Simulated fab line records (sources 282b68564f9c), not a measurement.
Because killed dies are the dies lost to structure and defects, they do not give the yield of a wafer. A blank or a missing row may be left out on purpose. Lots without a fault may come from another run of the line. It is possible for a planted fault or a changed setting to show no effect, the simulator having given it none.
Which tool did it? | flow ritCmos | 18 wafers from 6 lots sampled at 3 of the route's 202 steps

== WHAT EACH GAUGE READ, for each wafer ==
RIT_CONTACT_THK_MEAS_01.
lot  | measured    | on           | CONTACT_TEOS_THK (nm)
L255 | day 3 16:43 | filmMetro-02 | 401 404 407
L257 | day 4 04:26 | filmMetro-04 | 398 399 403
L259 | day 4 14:19 | filmMetro-02 | 401 398 402
L261 | day 4 21:39 | filmMetro-04 | 399 405 407
L270 | day 6 16:51 | filmMetro-03 | 217 405 407 217 405 407
L274 | day 7 17:33 | filmMetro-02 | 392 398 399

== WHICH TOOL RAN EACH LOT (tool, then ch and the chambers of the sampled wafers, then the start) ==
lot  | RIT_SILICIDE_RTA_06            | RIT_CONTACT_CVD_00
L255 | rtpAnneal-02 ch 0, day 3 16:35 | pecvd-04 ch 0,1,2, day 3 16:40
L257 | rtpAnneal-02 ch 0, day 4 04:20 | pecvd-04 ch 1,2, day 4 04:23
L259 | rtpAnneal-02 ch 0, day 4 14:11 | pecvd-04 ch 0,1,2, day 4 14:16
L261 | rtpAnneal-02 ch 0, day 4 21:32 | pecvd-04 ch 1,2, day 4 21:35
L270 | rtpAnneal-01 ch 0, day 6 16:44 | pecvd-04 ch 0,1,2, day 6 16:48
L274 | rtpAnneal-01 ch 0, day 7 17:25 | pecvd-02 ch 0,2, day 7 17:29
- RIT_SILICIDE_RTA_06: time 10 s, ramp up 5 s, ramp down 10 s.
- RIT_CONTACT_CVD_00: deposits SiO2 from TEOS, target thk 400 nm, time 61 s.

== THE ANSWER, worked out from the rows above alone ==
Rule: the lots themselves supply what counts as usual. The widest of any qualifying gaps counts: lots, ordered by their means at a reading, are off when they make up no more than a third of the lots, leave a main group of 4 or more, and stand apart from it by 3 or more times the standard deviation of that group's means. A main group is skipped when, at the precision printed for the reading in the tables above, its means are all equal. Also off: a lot with no number at a reading for which 4 or more lots have one. Where the step has rows for the other lots, those lots are counted as sound.
Off: L270, at RIT_CONTACT_THK_MEAS_01 (CONTACT_TEOS_THK). Main group: mean 401 nm, sd 2.8.
A tool fits if, at a process step before that reading, it ran every lot that is off, and no sound lot after the first of them. The gauges at RIT_CONTACT_THK_MEAS_01 are tried like those tools. 2 tools fit, pecvd-04 at RIT_CONTACT_CVD_00 and filmMetro-03 at RIT_CONTACT_THK_MEAS_01, so this cannot tell which one it is.

== WHAT THE SIMULATOR HAD INSERTED ==
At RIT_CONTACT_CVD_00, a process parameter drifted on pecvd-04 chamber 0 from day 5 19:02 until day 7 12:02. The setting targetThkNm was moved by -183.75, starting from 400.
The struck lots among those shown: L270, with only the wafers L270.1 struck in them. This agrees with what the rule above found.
